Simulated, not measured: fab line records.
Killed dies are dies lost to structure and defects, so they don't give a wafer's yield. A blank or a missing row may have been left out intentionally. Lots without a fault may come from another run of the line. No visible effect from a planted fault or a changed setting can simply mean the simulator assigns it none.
Chamber matching | flow berkeleyCmos170 | rieSi-01 running UCB170_GATE_ETCH_15: 4 sister chambers
The step etches poly-Si in HBr/Cl2, stops on SiO2, time 56.3 s, target depth 278.2 nm. 7 wafers are shown with their chamber, then 7 later ones without.

== WAFERS WITH THEIR CHAMBER ==
wafer  | chamber | drypumpMotorCurrentA (A) | throttleValvePct (%)
L764.2 | 1       | 5.0                      | 26.45
L766.5 | 2       | 4.9                      | 26.63
L772.1 | 0       | 5.0                      | 26.42
L772.4 | 1       | 5.0                      | 26.44
L772.6 | 2       | 4.8                      | 26.64
L774.2 | 3       | 6.3                      | 26.67
L774.4 | 0       | 5.0                      | 26.41

== WAFERS MISSING THEIR CHAMBER ==
wafer  | drypumpMotorCurrentA (A) | throttleValvePct (%)
L774.5 | 5.0                      | 26.44
L775.1 | 5.0                      | 26.40
L775.3 | 6.3                      | 26.67
L775.6 | 5.0                      | 26.41
L777.2 | 5.0                      | 26.41
L777.3 | 5.0                      | 26.45
L777.6 | 6.3                      | 26.68

== WHICH CHAMBER EACH ONE RAN IN ==
wafer  | from the rows above | in truth
L774.5 | 1                   | 1
L775.1 | 0                   | 0
L775.3 | 3                   | 3
L775.6 | 0                   | 0
L777.2 | 0                   | 0
L777.3 | 1                   | 1
L777.6 | 3                   | 3
Correct placement for 7 of the 7. Number that these rows cannot place: 0. 0 placed wrongly.
How it was worked out, from the rows above alone: a wafer's distance from a chamber is the root of the sum, over the readings, of the square of ((its reading less the chamber's mean) divided by the reading's scatter). The wafer belongs to the nearest chamber; if the next one is less than 2 further off, it can't be placed. For every chamber, the mean is computed from those of its wafers that are shown. The scatter: the root of (the sum of the squares of (reading less its chamber's mean) over the shown wafers, divided by (wafers less chambers)).
